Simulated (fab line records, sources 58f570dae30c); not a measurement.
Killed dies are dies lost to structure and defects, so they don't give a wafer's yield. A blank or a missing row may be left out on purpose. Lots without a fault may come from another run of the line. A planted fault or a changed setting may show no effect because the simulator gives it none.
One fault seen from 2 desks | flow berkeley_cmos170 | each desk has only its own numbers; what lay behind them comes last

THE METROLOGY DESK
What the gauges read, lot by lot, whatever tool the lot ran on: means of the sampled wafers that have a number. A lot is out of limits, marked OUT, if its mean lies more than 4 standard deviations from the usual mean; the brackets give that distance.
Columns: A = GATE_OXIDE_THK at UCB170_GATE_THK_MEAS_02, usual 6.57 nm; B = PLDD_OVL at UCB170_PLDD_OVL_MEAS_07, usual 2 nm; C = PLDD_TW at UCB170_PLDD_TW_MEAS_11, usual 1011; D = PLDD_RS at UCB170_SDANNEAL_RS_MEAS_04, usual 1031.5 ohm/sq
lot  | first seen here | A    | B  | C              | D
L653 | day 5 17:19     | 6.67 | 9  | 1018           | 1035.6
L654 | day 5 17:19     | 6.67 | 7  | 1022           | 1029.4
L655 | day 6 01:28     | 6.63 | -5 | 1010           | 1029.2
L657 | day 6 16:26     | 6.51 | -6 | 933 (-9.1) OUT | 1239.4 (+72) OUT
L663 | day 7 22:23     | 6.45 | 6  | 935 (-8.9) OUT | 1237.8 (+71) OUT
L668 | day 8 14:20     | 6.62 | 4  | 1023           | 1033.8
L666 | day 8 14:24     | 6.33 | -2 | 1020           | 1035.9
L671 | day 9 14:50     | 6.70 | 6  | 1011           | 1030.4
L672 | day 9 23:06     | 6.59 | 0  | 1003           | 1026.4
L674 | day 10 08:26    | 6.54 | 1  | 997            | 1032.1
L673 | day 10 08:27    | 6.58 | 2  | 1009           | 1030.5
L675 | day 10 19:38    | 6.61 | 2  | 1009           | 1034.2
L676 | day 11 03:13    | 6.72 | -9 | 993            | 1032.6
This desk's finding: out of limits on L657, L663; first on L657, day 7 01:40 (PLDD_TW at UCB170_PLDD_TW_MEAS_11). In limits: L653, L654, L655, L668, L666, L671, L672, L674, L673, L675, L676.

THE TOOL OWNER'S DESK: implanter-03
The tool's own readings at UCB170_PLDD_IMPLANT_09: means of the sampled wafers that have a number, for each lot that ran on this tool. A lot is out of limits, marked OUT, if its mean lies more than 4 standard deviations from the usual mean; the brackets give that distance.
Columns: A = dose_ions_cm2 at UCB170_PLDD_IMPLANT_09, usual 5e+13; B = faraday_current_uA at UCB170_PLDD_IMPLANT_09, usual 154
lot  | first seen here | A                       | B
L654 | day 6 01:27     | 5e+13                   | 148
L655 | day 6 13:23     | 5e+13                   | 151
L657 | day 7 01:26     | 3e+13 (-99 or more) OUT | 93 (-10) OUT
L663 | day 8 06:35     | 3e+13 (-99 or more) OUT | 95 (-10) OUT
L672 | day 10 13:01    | 5e+13                   | 146
L674 | day 10 18:46    | 5e+13                   | 154
L675 | day 11 08:05    | 5e+13                   | 149
L676 | day 11 15:10    | 5e+13                   | 148
This desk's finding: out of limits on L657, L663; first on L657, day 7 01:26 (dose_ions_cm2 at UCB170_PLDD_IMPLANT_09). In limits: L654, L655, L672, L674, L675, L676.

PUT TOGETHER
The tool owner's desk could have raised an alarm at day 7 01:26, on L657, L663.
The metrology desk could have raised an alarm at day 7 01:40, on L657, L663.
Of the lots named, all ran UCB170_PLDD_IMPLANT_09 on implanter-03.

WHAT THE SIMULATOR HAD PUT IN
Process parameter drift: implanter-03, from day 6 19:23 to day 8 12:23, at UCB170_PLDD_IMPLANT_09. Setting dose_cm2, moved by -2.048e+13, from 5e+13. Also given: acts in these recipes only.
Lots struck among those shown: L657, L663.
Hours from the fault's start to each desk's first reading out of limits: the tool owner's desk, 6; the metrology desk, 6.
